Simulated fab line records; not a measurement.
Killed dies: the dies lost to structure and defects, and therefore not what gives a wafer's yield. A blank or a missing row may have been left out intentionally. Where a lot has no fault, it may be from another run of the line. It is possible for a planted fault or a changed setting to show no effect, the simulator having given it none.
Problem report in the 8D (eight disciplines) form, filled by code || flow rit_cmos || the parts of the form that need people (team, actions taken, sign-off) are left out

1. THE ISSUE
At RIT_M1_PROBE_99, killed_at_front_end averages 263.8 over 12 wafers from 4 lots, while fault-free wafers read 6.7, standard deviation 3. Measured from the usual mean, that is +86 standard deviations.
First seen on wafer L352.2, day 5 22:13, on prober-01. At this step, 15 wafers from 5 lots have a number in the record. The rule behind "out" and "out of limits": a value lying over 4 standard deviations away from the usual mean. The other wafers with a number count as sound.

2. WHAT THIS IS AND IS NOT
{"question": "which readings at this step", "is": "killed_at_front_end, killed_dies, killed_on_rim", "is not": "killed_at_M0_to_M3, killed_open, killed_short"}
{"question": "which lots", "is": "L352, L353, L354, L355", "is not": "L356"}
{"question": "which wafers of those lots", "is": "all that have a number", "is not": "-"}
{"question": "read on which tools", "is": "prober-01, prober-02", "is not": "-"}
{"question": "when", "is": "from day 5 22:13", "is not": "up to then (0 sound wafers); but 3 sound wafers of L356 came after"}

3. THE SUSPECTS, EACH WITH WHAT RULES IT OUT
Counting: a tool at any process step up to the reading remains a suspect when it ran all the lots that are out and ran no sound lot after the first of those.
- iline_stepper-02 at RIT_NLDD_EXPOSE_03 (exposes mask M7, target cd 40700 nm): kept. It ran every lot that is out, first L352 (day 5 05:46), and no sound lot after that.
The count leaves iline_stepper-02 at RIT_NLDD_EXPOSE_03.

4. THE CAUSE (what the simulator had put in)
Scanner matching overlay: iline_stepper-02, from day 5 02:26 on, at RIT_NLDD_EXPOSE_03. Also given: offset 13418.
The count eliminated every tool but this one.

5. SEQUENCE OF EFFECTS, ordered by route
Each row: a reading where the mean over the struck wafers with a number is more than 3 standard deviations away from the usual. Only readings whose record carries a usual standard deviation are examined. hours: median over the lots of the time between each lot's start at the first step of this table that gives one and its start at this step. sigmas: the change, counted in usual standard deviations.
{"hours": 0, "step": "RIT_M1_PROBE_99", "reading": "killed_at_front_end", "usual": 6.7, "on struck wafers": 263.8, "change": "+257.1", "sigmas": "+86"}
{"hours": 0, "step": "RIT_M1_PROBE_99", "reading": "killed_dies", "usual": 6.9, "on struck wafers": 264.0, "change": "+257.1", "sigmas": "+86"}
{"hours": 0, "step": "RIT_M1_PROBE_99", "reading": "killed_on_rim", "usual": 1.8, "on struck wafers": 70.0, "change": "+68.2", "sigmas": "+49"}
Here are the process steps it includes:
- RIT_M1_PROBE_99
Readings that are blank on the struck wafers while sound wafers have them: NLDD_OVL at RIT_NLDD_OVL_MEAS_06.

6. WHAT WOULD HAVE CAUGHT IT SOONER
In this record no reading fell out of limits until day 5 22:13, 20 hours after the fault had begun at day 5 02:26.
Between RIT_NLDD_EXPOSE_03 and RIT_M1_PROBE_99, RIT_NLDD_OVL_MEAS_06 gave no NLDD_OVL on the struck wafers, where sound wafers have one: a measuring or inspecting step that comes back empty is itself a sign.
No tool reading at RIT_NLDD_EXPOSE_03 that has a usual standard deviation in the record was out on any struck wafer, so an alarm limit of 4 standard deviations on those readings would not have fired.
The start of RIT_NLDD_EXPOSE_03 on iline_stepper-02 came by day 5 22:13 for every one of the lots that are out (4). None of them would have been spared by holding the tool at that moment.
